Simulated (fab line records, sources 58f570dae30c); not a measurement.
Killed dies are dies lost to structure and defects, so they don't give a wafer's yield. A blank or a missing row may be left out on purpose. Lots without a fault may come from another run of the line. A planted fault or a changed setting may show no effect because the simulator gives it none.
Chamber matching | flow berkeley_cmos170 | UCB170_V1_CMP_02 on cmp-01: 4 sister chambers
The step polishes SiO2. 4 wafers are shown with their chamber, then 8 later ones without.

WAFERS WITH THEIR CHAMBER
wafer  | chamber | motor_current_A (A)
L861.3 | 1       | 16.5
L867.3 | 3       | 15.4
L867.6 | 2       | 16.0
L868.2 | 0       | 14.4

WAFERS WITHOUT THEIR CHAMBER
wafer  | motor_current_A (A)
L868.3 | 17.2
L868.4 | 15.3
L866.4 | 16.8
L866.5 | 16.0
L866.6 | 15.7
L878.1 | 15.6
L878.5 | 15.3
L878.6 | 16.3

WHICH CHAMBER EACH WENT THROUGH
wafer  | from the rows above          | in truth
L868.3 | can't be placed: 1 or 2      | 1
L868.4 | can't be placed: 3 or 2      | 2
L866.4 | can't be placed: 1 or 2      | 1
L866.5 | can't be placed: 2 or 1 or 3 | 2
L866.6 | can't be placed: 3 or 2 or 1 | 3
L878.1 | can't be placed: 3 or 2      | 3
L878.5 | can't be placed: 3 or 2      | 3
L878.6 | can't be placed: 1 or 2      | 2
Placed correctly: 0 of 8. Can't be placed from these rows: 8 (the true chamber is among the candidates in 8). Placed wrongly: 0.
How it was worked out, from the rows above alone: a wafer's distance from a chamber is the root of the sum, over the readings, of the square of ((its reading less the chamber's mean) divided by the reading's scatter). The wafer belongs to the nearest chamber; if the next one is less than 2 further off, it can't be placed. A chamber's mean is the mean of its shown wafers. The scatter: with one shown wafer a chamber, the root of the mean of the squares of how far each hidden wafer lies from its nearest shown one.
